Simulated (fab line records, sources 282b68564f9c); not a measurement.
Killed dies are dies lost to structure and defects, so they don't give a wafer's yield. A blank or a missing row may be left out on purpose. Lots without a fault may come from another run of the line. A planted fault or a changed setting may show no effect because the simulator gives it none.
fab line records | flow rit_cmos
record lots=5 wafers=23
route steps=202 shown ACTIVE@4 FOX2@23 NWELL@36 PWELL@44 WELLDRIVE@50 NRETRO@55 PRETRO@65
start_h: hours from the record's first day to the start of the lot's first wafer shown | wait_h: hours since the lot's step before | " the same as in the row above | L1.1+2: a row that stands for several wafers | - no value, or no start given | * or withheld: withheld | < > ~ a bound
route shown NAME@n: a module of which the file shows steps, and the number in the route of the first | usual: mean/standard deviation of fault-free wafers | same: alike in all rows | chamber/n: place in a boat | sites: the reading at each site | _std_site: their standard deviation | _edge_site: outer sites' mean less inner sites' | radius_mm: how far each site lies from the wafer's centre | mask NAME#n: copy n | behind: the tool/chamber that last shaped the wafer | hold: why the lot was held/for how many hours/how that ended | device: the transistor (n, p or np) that didn't switch | end of line: the same wafers' tests at the end of the route | a step without rows: its recipe alone | killed: dies lost to structure and defects at the first sort, not the wafer's yield | map: a wafer's dies, x killed, . not, _ none there
set.NAME: the setting as run; set.NAME@STEP: as run at that earlier step | model.NAME: the simulator's own value behind a step, which no gauge read
lots whose settings were changed on purpose; a table a step, a row a wafer
## steps
# step RIT_ACTIVE_CVD_03
# recipe material=Si3N4 target_thk_nm=150 temp_c=810 precursor=SiH2Cl2/NH3 time_s=1500 pressure_mtorr=300 sih2cl2_flow_sccm=60 nh3_flow_sccm=150
# columns lot.wafer tool chamber start_h wait_h set.time_s model.Si3N4_of_ACTIVE_CVD_03.thk_nm
L080.1+3 - - - 0.1 1440 142.6
L080.2 " - " " 1440 141.8
L080.4 " - " " 1440 142.3
L080.6 " - " " 1440 141.5
L081.1 - - - 0.1 1713 170.9
L081.2 " - " " 1713 171.5
L081.3 " - " " 1713 170.6
L081.4 " - " " 1713 170.4
L081.5 " - " " 1713 170.7
L083.1 - - - 0.5 1347 133.6
L083.2 " - " " 1347 134.3
L083.4 " - " " 1347 134.9
L083.5 " - " " 1347 134.1
L083.6 " - " " 1347 134.2
L084.3 lpcvd-02 0 62.76 0.4 1500 150.1
L084.4 " 0 " " 1500 150.9
L084.6 " 0 " " 1500 152.5
L085.2 - - - 0.0 1594 160.1
L085.3 " - " " 1594 160.4
L085.4 " - " " 1594 159.6
L085.5 " - " " 1594 160.8
L085.6 " - " " 1594 160.3
# step RIT_ACTIVE_THK_MEAS_04
# recipe reads=Si3N4_of_ACTIVE_CVD_03
# usual ACTIVE_NITRIDE_THK=149.8/1.6
# columns lot.wafer tool chamber start_h wait_h set.time_s@ACTIVE_CVD_03 ACTIVE_NITRIDE_THK[nm]
L080.1 film_metro-02 - - - 1440 142.5
L080.2 " - " " 1440 141.8
L080.3 " - " " 1440 142.5
L080.4 " - " " 1440 142.2
L080.6 " - " " 1440 141.5
L081.1 film_metro-01 - - - 1713 170.9
L081.2 " - " " 1713 171.6
L081.3 " - " " 1713 170.6
L081.4 " - " " 1713 170.5
L081.5 " - " " 1713 170.8
L083.1 film_metro-01 - - - 1347 133.6
L083.2 " - " " 1347 134.3
L083.4 " - " " 1347 134.9
L083.5 " - " " 1347 134.1
L083.6 " - " " 1347 134.1
L084.3 film_metro-02 - 64.20 0.0 1500 150.1
L084.4 " - " " 1500 150.8
L084.6 " - " " 1500 152.5
L085.2 film_metro-01 - - - 1594 160.1
L085.3 " - " " 1594 160.4
L085.4 " - " " 1594 159.6
L085.5 " - " " 1594 160.8
L085.6 " - " " 1594 160.3
# step RIT_ACTIVE_COAT_06
# recipe resist=NOVOLAK spin_rpm=3250 resist_thk_nm=1000
# columns lot.wafer tool chamber start_h wait_h set.resist_thk_nm model.NOVOLAK_of_ACTIVE_COAT_06.thk_nm
L080.1 litho_track-01 0 43.74 0.1 1051 1056
L080.2 " 0 " " 1051 1057
L080.3 " 0 " " 1051 1054
L080.4 " 0 " " 1000 999.8
L080.6 " 0 " " 1000 1002
L081.1 litho_track-04 0 48.74 0.1 1000 1003
L081.2 " 0 " " 1000 999.9
L081.3 " 0 " " 1000 999.8
L081.4 " 0 " " 984.5 986
L081.5 " 0 " " 984.5 983.2
L083.1 litho_track-01 0 60.65 0.1 979.4 982
L083.2 " 0 " " 1000 999.5
L083.4 " 0 " " 979.4 979.4
L083.5 " 0 " " 1000 1001
L083.6 " 0 " " 979.4 979.2
L084.3 litho_track-04 0 64.44 0.1 1000 998.2
L084.4 " 0 " " 1000 1001
L084.6 " 0 " " 1000 1000
L085.2 litho_track-04 0 68.77 0.1 1000 1003
L085.3+6 " 0 " " 1054 1054
L085.4 " 0 " " 1000 1000
L085.5 " 0 " " 1054 1052
# step RIT_ACTIVE_SOFTBAKE_07
# recipe resist=NOVOLAK temp_c=90 time_s=60
# step RIT_ACTIVE_EXPOSE_08
# recipe mask_id=M1 na=0.6 source_shape=conventional sigma_outer=0.6 target_cd_nm=1400 dose_mj=225
# step RIT_ACTIVE_PEB_09
# recipe resist=NOVOLAK temp_c=withheld time_s=withheld
# step RIT_ACTIVE_DEVELOP_10
# recipe resist=NOVOLAK develop_time_s=50 dev_temp_c=23.35
# step RIT_ACTIVE_CD_MEAS_11
# recipe target_cd_nm=1400
# usual cd_nm=1399.9/2.2
# columns lot.wafer tool chamber start_h wait_h set.resist_thk_nm@ACTIVE_COAT_06 cd_nm
L080.1 cd_sem-02 - 44.44 - 1051 1404.8
L080.2 " - " " 1051 1406.2
L080.3 " - " " 1051 1405.3
L080.4 " - " " 1000 1400.3
L080.6 " - " " 1000 1399.5
L081.1 cd_sem-01 - 49.44 - 1000 1404.3
L081.2 " - " " 1000 1402.9
L081.3 " - " " 1000 1405.2
L081.4 " - " " 984.5 1401.5
L081.5 " - " " 984.5 1401.8
L083.1 cd_sem-01 - 61.46 - 979.4 1399.2
L083.2 " - " " 1000 1401.8
L083.4 " - " " 979.4 1398.6
L083.5 " - " " 1000 1402.6
L083.6 " - " " 979.4 1400.2
L084.3 cd_sem-01 - 65.13 - 1000 1396.0
L084.4 " - " " 1000 1397.9
L084.6 " - " " 1000 1396.4
L085.2 cd_sem-02 - 69.67 - 1000 1398.6
L085.3 " - " " 1054 1403.4
L085.4 " - " " 1000 1400.0
L085.5 " - " " 1054 1402.7
L085.6 " - " " 1054 1403.9
# step RIT_ACTIVE_HARDBAKE_12
# recipe resist=NOVOLAK temp_c=140 time_s=60
# columns lot.wafer tool chamber start_h wait_h set.resist_thk_nm@ACTIVE_COAT_06 model.NOVOLAK_of_ACTIVE_COAT_06.thk_nm
L080.1 litho_track-04 0 44.56 0.1 1051 932.5
L080.2 " 0 " " 1051 933.7
L080.3 " 0 " " 1051 931.2
L080.4 " 0 " " 1000 883.5
L080.6 " 0 " " 1000 885.4
L081.1 litho_track-01 0 49.56 0.1 1000 886.7
L081.2+3 " 0 " " 1000 883.6
L081.4 " 0 " " 984.5 871.6
L081.5 " 0 " " 984.5 869.1
L083.1 litho_track-01 0 61.58 0.1 979.4 868.1
L083.2 " 0 " " 1000 883.3
L083.4 " 0 " " 979.4 865.7
L083.5 " 0 " " 1000 884.2
L083.6 " 0 " " 979.4 865.5
L084.3 litho_track-04 0 65.26 0.1 1000 882.1
L084.4 " 0 " " 1000 884.7
L084.6 " 0 " " 1000 884.1
L085.2 litho_track-01 0 69.80 0.1 1000 886.3
L085.3 " 0 " " 1054 931.2
L085.4 " 0 " " 1000 883.8
L085.5 " 0 " " 1054 929.1
L085.6 " 0 " " 1054 930.6
# step RIT_ACTIVE_ETCH_13
# recipe stop_on=SiO2 chemistry=SF6 target=Si3N4 time_s=210 over_etch_frac=0.4 SF6_flow_sccm=200 pressure_mtorr=260 rf_w=125 target_depth_a=2100
# columns lot.wafer tool chamber start_h wait_h set.time_s set.time_s@ACTIVE_CVD_03 model.ACTIVE.feature_depth_nm model.etch.depth_nm
L080.1 rie_diel-02 2 44.71 0.1 210 1440 143.5 142.6
L080.2 " 1 " " 189.1 1440 141.8 141.8
L080.3 " 3 " " 210 1440 143.7 142.6
L080.4 " 1 " " 210 1440 142.3 142.3
L080.6 " 3 " " 189.1 1440 141.5 141.5
L081.1 rie_diel-03 3 49.71 0.1 235 1713 179.5 170.9
L081.2 " 0 " " 235 1713 177.2 171.5
L081.3 " 2 " " 210 1713 170.6 170.6
L081.4 " 1 " " 210 1713 170.6 170.4
L081.5 " 3 " " 235 1713 179.4 170.7
L083.1 rie_diel-03 2 61.73 0.1 210 1347 133.6 133.6
L083.2 " 1 " " 202 1347 134.3 134.3
L083.4 " 0 " " 202 1347 134.9 134.9
L083.5 " 2 " " 202 1347 134.1 134.1
L083.6 " 1 " " 210 1347 134.4 134.2
L084.3 rie_diel-02 0 65.36 0.1 210 1500 151.4 150.1
L084.4 " 3 " " 210 1500 152 150.9
L084.6 " 3 " " 210 1500 153.6 152.5
L085.2 rie_diel-02 3 69.92 0.1 198.5 1594 160.1 160.1
L085.3 " 2 " " 210 1594 161.4 160.4
L085.4 " 0 " " 210 1594 160.9 159.6
L085.5 " 3 " " 198.5 1594 160.8 160.8
L085.6 " 0 " " 210 1594 161.6 160.3
# step RIT_ACTIVE_STRIP_14
# recipe chemistry=O2 time_s=180 resist=NOVOLAK platen_temp_c=withheld power_w=500 pressure_mtorr=4000 o2_flow_sccm=4000
# step RIT_ACTIVE_CD_MEAS_90
# recipe target_cd_nm=1400
# usual cd_nm=1400.0/2.1
# columns lot.wafer tool chamber start_h wait_h set.resist_thk_nm@ACTIVE_COAT_06 cd_nm
L080.1 cd_sem-02 - 45.02 0.1 1051 1405.0
L080.2 " - " " 1051 1406.0
L080.3 " - " " 1051 1405.5
L080.4 " - " " 1000 1400.5
L080.6 " - " " 1000 1399.4
L081.1 cd_sem-01 - 50.02 0.1 1000 1404.4
L081.2 " - " " 1000 1402.5
L081.3 " - " " 1000 1404.7
L081.4 " - " " 984.5 1401.2
L081.5 " - " " 984.5 1401.6
L083.1 cd_sem-02 - 62.03 0.1 979.4 1399.2
L083.2 " - " " 1000 1401.7
L083.4 " - " " 979.4 1399.1
L083.5 " - " " 1000 1402.9
L083.6 " - " " 979.4 1400.0
L084.3 cd_sem-02 - 65.71 0.1 1000 1395.8
L084.4 " - " " 1000 1397.8
L084.6 " - " " 1000 1396.4
L085.2 cd_sem-02 - 70.25 0.1 1000 1398.2
L085.3 " - " " 1054 1403.7
L085.4 " - " " 1000 1399.8
L085.5 " - " " 1054 1402.8
L085.6 " - " " 1054 1403.7
# step RIT_FOX2_OXIDATION_00
# recipe temp_c=1100 ambient=H2O target_thk_a=3507 p_h2o_torr=720 ox_time_s=1130
# columns lot.wafer tool chamber start_h wait_h set.temp_c model.SiO2_of_FOX2_OXIDATION_00.thk_nm
L080.1 - - - 0.0 1131 401.7
L080.2 " - " " 1131 406.3
L080.3 " - " " 1131 402.5
L080.4 " - " " 1131 401.4
L080.6 " - " " 1131 408.6
L081.1 - - - 0.0 1100 345.9
L081.2 " - " " 1100 335.5
L081.3 " - " " 1100 345.6
L081.4 " - " " 1100 342
L081.5 " - " " 1100 349.2
L083.1 - - - 0.0 1080 318.9
L083.2 " - " " 1080 313.2
L083.4 " - " " 1080 312.3
L083.5 " - " " 1080 319.8
L083.6 " - " " 1080 317.2
L084.3 furnace-01 0 68.91 0.4 1100 352.9
L084.4 " 0 " " 1100 347.4
L084.6 " 0 " " 1100 344.4
L085.2 - - - 1.3 1112 365.2
L085.3 " - " " 1112 368.8
L085.4 " - " " 1112 368.7
L085.5 " - " " 1112 360.8
L085.6 " - " " 1112 364.1
# step RIT_FOX2_THK_MEAS_01
# recipe reads=SiO2_of_FOX2_OXIDATION_00
# usual FOX2_OXIDE_THK=350/4.8
# columns lot.wafer tool chamber start_h wait_h set.temp_c@FOX2_OXIDATION_00 FOX2_OXIDE_THK[nm]
L080.1 film_metro-02 - - - 1131 402
L080.2 " - " " 1131 406
L080.3 " - " " 1131 403
L080.4 " - " " 1131 401
L080.6 " - " " 1131 408
L081.1 film_metro-04 - - - 1100 346
L081.2 " - " " 1100 335
L081.3 " - " " 1100 346
L081.4 " - " " 1100 342
L081.5 " - " " 1100 349
L083.1 film_metro-02 - - - 1080 319
L083.2 " - " " 1080 313
L083.4 " - " " 1080 312
L083.5 " - " " 1080 320
L083.6 " - " " 1080 317
L084.3 film_metro-03 - 70.24 0.0 1100 353
L084.4 " - " " 1100 347
L084.6 " - " " 1100 344
L085.2 film_metro-04 - - - 1112 365
L085.3 " - " " 1112 369
L085.4 " - " " 1112 369
L085.5 " - " " 1112 361
L085.6 " - " " 1112 364
# step RIT_FOX2_CLEAN_02
# recipe chemistry=dHF dilution=50:1 time_s=180
# step RIT_FOX2_WET_ETCH_03
# recipe chemistry=H3PO4 target=Si3N4 target_depth_nm=195 temp_c=165 time_s=2700
# step RIT_FOX2_THK_MEAS_90
# recipe reads=SiO2_of_FOX2_OXIDATION_00
# usual FIELD_OXIDE_LEFT_1_THK=323/4.8
# columns lot.wafer tool chamber start_h wait_h set.temp_c@FOX2_OXIDATION_00 FIELD_OXIDE_LEFT_1_THK[nm]
L080.1 film_metro-04 - 50.15 0.0 1131 374
L080.2 " - " " 1131 379
L080.3 " - " " 1131 375
L080.4 " - " " 1131 374
L080.6 " - " " 1131 381
L081.1 film_metro-03 - 54.28 0.0 1100 319
L081.2 " - " " 1100 308
L081.3 " - " " 1100 318
L081.4 " - " " 1100 315
L081.5 " - " " 1100 322
L083.1 film_metro-02 - 66.49 0.0 1080 292
L083.2 " - " " 1080 286
L083.4 " - " " 1080 285
L083.5 " - " " 1080 293
L083.6 " - " " 1080 290
L084.3 film_metro-04 - 71.12 0.0 1100 326
L084.4 " - " " 1100 320
L084.6 " - " " 1100 317
L085.2 film_metro-04 - 76.52 0.0 1112 338
L085.3 " - " " 1112 342
L085.4 " - " " 1112 341
L085.5 " - " " 1112 334
L085.6 " - " " 1112 336
# step RIT_NWELL_IMPLANT_08
# recipe species=P energy_kev=170 dose_cm2=5e+13 tilt_deg=7
# columns lot.wafer tool chamber start_h wait_h set.dose_cm2
L080.1+3 implanter-03 0 51.50 0.2 4.825e+13
L080.2+4+6 " 0 " " 5e+13
L081.1+3+4 implanter-01 0 55.50 0.2 5.36e+13
L081.2+5 " 0 " " 5e+13
L083.1+2 implanter-02 0 67.72 0.2 4.813e+13
L083.4+5+6 " 0 " " 5e+13
L084.3+4+6 implanter-03 0 72.45 0.2 5e+13
L085.2+3+4 implanter-01 0 77.88 0.2 5.325e+13
L085.5+6 " 0 " " 5e+13
# step RIT_NWELL_STRIP_09
# recipe chemistry=O2 time_s=180 resist=NOVOLAK platen_temp_c=withheld power_w=500 pressure_mtorr=4000 o2_flow_sccm=4000
# step RIT_NWELL_TW_MEAS_10
# usual NWELL_TW=2145/9.2
# columns lot.wafer tool chamber start_h wait_h set.dose_cm2@NWELL_IMPLANT_08 NWELL_TW
L080.1 film_metro-01 - 51.82 0.1 4.825e+13 2138
L080.2 " - " " 5e+13 2144
L080.3 " - " " 4.825e+13 2131
L080.4 " - " " 5e+13 2148
L080.6 " - " " 5e+13 2163
L081.1 film_metro-04 - 55.83 0.1 5.36e+13 2193
L081.2 " - " " 5e+13 2138
L081.3 " - " " 5.36e+13 2199
L081.4 " - " " 5.36e+13 2199
L081.5 " - " " 5e+13 2133
L083.1 film_metro-01 - 68.05 0.1 4.813e+13 2114
L083.2 " - " " 4.813e+13 2140
L083.4 " - " " 5e+13 2153
L083.5 " - " " 5e+13 2157
L083.6 " - " " 5e+13 2150
L084.3 film_metro-03 - 72.74 0.1 5e+13 2136
L084.4 " - " " 5e+13 2141
L084.6 " - " " 5e+13 2136
L085.2 film_metro-04 - 78.19 0.1 5.325e+13 2186
L085.3 " - " " 5.325e+13 2192
L085.4 " - " " 5.325e+13 2203
L085.5 " - " " 5e+13 2152
L085.6 " - " " 5e+13 2149
# step RIT_PWELL_DEVELOP_05
# recipe resist=NOVOLAK develop_time_s=68 dev_temp_c=23
# columns lot.wafer tool chamber start_h wait_h set.dev_temp_c
L080.1+2+3 litho_track-02 0 - - 19.96
L080.4+6 " 0 " " 23
L081.1+2+3+4+5 litho_track-02 0 - - 23
L083.1+4 litho_track-02 0 - - 23
L083.2+5+6 " 0 " " 21.11
L084.3+4+6 litho_track-02 0 - - 23
L085.2+5+6 litho_track-03 0 - - 19.35
L085.3+4 " 0 " " 23
# step RIT_PWELL_HARDBAKE_07
# recipe resist=NOVOLAK temp_c=140 time_s=120
# step RIT_WELLDRIVE_ANNEAL_00
# recipe temp_c=1100 time_s=14700 ambient=N2
# step RIT_WELLDRIVE_RS_MEAS_01
# recipe thk_meas_gauge=four-point-probe
# usual NWELL_RS=275.4/0.76
# columns lot.wafer tool chamber start_h wait_h set.dose_cm2@NWELL_IMPLANT_08 NWELL_RS[ohm/sq]
L080.1 film_metro-03 - 58.57 0.0 4.825e+13 281.4
L080.2 " - " " 5e+13 274.5
L080.3 " - " " 4.825e+13 280.7
L080.4 " - " " 5e+13 274.4
L080.6 " - " " 5e+13 274.1
L081.1 film_metro-04 - 62.65 0.0 5.36e+13 264.4
L081.2 " - " " 5e+13 275.2
L081.3 " - " " 5.36e+13 264.1
L081.4 " - " " 5.36e+13 263.3
L081.5 " - " " 5e+13 275.2
L083.1 film_metro-03 - 75.31 0.0 4.813e+13 283.0
L083.2 " - " " 4.813e+13 281.0
L083.4 " - " " 5e+13 275.8
L083.5 " - " " 5e+13 275.9
L083.6 " - " " 5e+13 275.5
L084.3 film_metro-03 - 80.43 0.0 5e+13 276.0
L084.4 " - " " 5e+13 276.6
L084.6 " - " " 5e+13 276.8
L085.2 film_metro-01 - 85.49 0.0 5.325e+13 264.2
L085.3 " - " " 5.325e+13 265.1
L085.4 " - " " 5.325e+13 264.2
L085.5 " - " " 5e+13 274.8
L085.6 " - " " 5e+13 274.8
# step RIT_NRETRO_SOFTBAKE_02
# recipe resist=NOVOLAK temp_c=90 time_s=60
# columns lot.wafer tool chamber start_h wait_h set.temp_c
L080.1+6 litho_track-04 0 59.11 0.1 90
L080.2+3+4 " 0 " " 93.29
L081.1+3 litho_track-04 0 63.19 0.1 90
L081.2+4+5 " 0 " " 86.28
L083.1+2+4+5+6 litho_track-01 0 75.85 0.1 90
L084.3+4+6 litho_track-03 0 80.98 0.1 90
L085.2+4+6 litho_track-01 0 86.12 0.1 90
L085.3+5 " 0 " " 91.77
# step RIT_NRETRO_EXPOSE_03
# recipe mask_id=M4 na=0.57 target_cd_nm=43900 dose_mj=250
# step RIT_NRETRO_PEB_04
# recipe resist=NOVOLAK temp_c=withheld time_s=withheld
# step RIT_NRETRO_DEVELOP_05
# recipe resist=NOVOLAK develop_time_s=68 dev_temp_c=23
# columns lot.wafer tool chamber start_h wait_h set.temp_c@NRETRO_SOFTBAKE_02 model.NOVOLAK_of_NRETRO_COAT_01.thk_nm
L080.1 litho_track-04 0 - - 90 1295
L080.2 " 0 " " 93.29 1283
L080.3+4 " 0 " " 93.29 1285
L080.6 " 0 " " 90 1294
L081.1 litho_track-01 0 - - 90 1302
L081.2 " 0 " " 86.28 1318
L081.3 " 0 " " 90 1299
L081.4 " 0 " " 86.28 1316
L081.5 " 0 " " 86.28 1311
L083.1+6 litho_track-01 0 - - 90 1306
L083.2 " 0 " " 90 1303
L083.4 " 0 " " 90 1302
L083.5 " 0 " " 90 1307
L084.3 litho_track-04 0 - - 90 1299
L084.4 " 0 " " 90 1296
L084.6 " 0 " " 90 1302
L085.2+6 litho_track-01 0 - - 90 1302
L085.3 " 0 " " 91.77 1289
L085.4 " 0 " " 90 1298
L085.5 " 0 " " 91.77 1292
# step RIT_PRETRO_COAT_01
# recipe resist=NOVOLAK spin_rpm=2000 resist_thk_nm=1300
# columns lot.wafer tool chamber start_h wait_h set.spin_rpm model.NOVOLAK_of_PRETRO_COAT_01.thk_nm
L080.1 litho_track-02 0 60.64 0.1 2000 1303
L080.2+3+6 " 0 " " 1933 1323
L080.4 " 0 " " 2000 1302
L081.1 litho_track-01 0 64.76 0.1 2000 1303
L081.2+5 " 0 " " 1886 1342
L081.3 " 0 " " 1886 1346
L081.4 " 0 " " 2000 1301
L083.1+6 litho_track-02 0 77.66 0.1 1932 1324
L083.2 " 0 " " 2000 1304
L083.4 " 0 " " 2000 1301
L083.5 " 0 " " 1932 1326
L084.3 litho_track-04 0 82.54 0.1 2000 1305
L084.4+6 " 0 " " 2000 1299
L085.2+4 litho_track-04 0 87.53 0.1 1943 1323
L085.3+6 " 0 " " 2000 1304
L085.5 " 0 " " 2000 1301
## key
split step=RIT_ACTIVE_CVD_03 setting=time_s stated=1500 by=lot
response step=RIT_ACTIVE_CVD_03 reading=model.Si3N4_of_ACTIVE_CVD_03.thk_nm change=+1.53 per=1% r=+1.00
response step=RIT_ACTIVE_THK_MEAS_04 reading=ACTIVE_NITRIDE_THK change=+1.54 per=1% r=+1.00
response step=RIT_ACTIVE_ETCH_13 reading=model.ACTIVE.feature_depth_nm change=+1.7 per=1% r=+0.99
response step=RIT_ACTIVE_ETCH_13 reading=model.etch.depth_nm change=+1.53 per=1% r=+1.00
split step=RIT_ACTIVE_COAT_06 setting=resist_thk_nm stated=1000 by=wafer
response step=RIT_ACTIVE_COAT_06 reading=model.NOVOLAK_of_ACTIVE_COAT_06.thk_nm change=+10.1 per=1% r=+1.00
response step=RIT_ACTIVE_CD_MEAS_11 reading=cd_nm change=+0.972 per=1% r=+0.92
response step=RIT_ACTIVE_HARDBAKE_12 reading=model.NOVOLAK_of_ACTIVE_COAT_06.thk_nm change=+8.84 per=1% r=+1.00
response step=RIT_ACTIVE_CD_MEAS_90 reading=cd_nm change=+1 per=1% r=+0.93
split step=RIT_ACTIVE_ETCH_13 setting=time_s stated=210 by=wafer
response none clear
split step=RIT_FOX2_OXIDATION_00 setting=temp_c stated=1100 by=lot
response step=RIT_FOX2_OXIDATION_00 reading=model.SiO2_of_FOX2_OXIDATION_00.thk_nm change=+19 per=1% r=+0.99
response step=RIT_FOX2_THK_MEAS_01 reading=FOX2_OXIDE_THK change=+19 per=1% r=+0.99
response step=RIT_FOX2_THK_MEAS_90 reading=FIELD_OXIDE_LEFT_1_THK change=+18.9 per=1% r=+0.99
split step=RIT_NWELL_IMPLANT_08 setting=dose_cm2 stated=5e+13 by=wafer
response step=RIT_NWELL_TW_MEAS_10 reading=NWELL_TW change=+7.39 per=1% r=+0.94
response step=RIT_WELLDRIVE_RS_MEAS_01 reading=NWELL_RS change=-1.62 per=1% r=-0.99
split step=RIT_PWELL_DEVELOP_05 setting=dev_temp_c stated=23 by=wafer
response none clear
split step=RIT_NRETRO_SOFTBAKE_02 setting=temp_c stated=90 by=wafer
response step=RIT_NRETRO_DEVELOP_05 reading=model.NOVOLAK_of_NRETRO_COAT_01.thk_nm change=-3.37 per=1% r=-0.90
split step=RIT_PRETRO_COAT_01 setting=spin_rpm stated=2000 by=wafer
response step=RIT_PRETRO_COAT_01 reading=model.NOVOLAK_of_PRETRO_COAT_01.thk_nm change=-6.86 per=1% r=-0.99
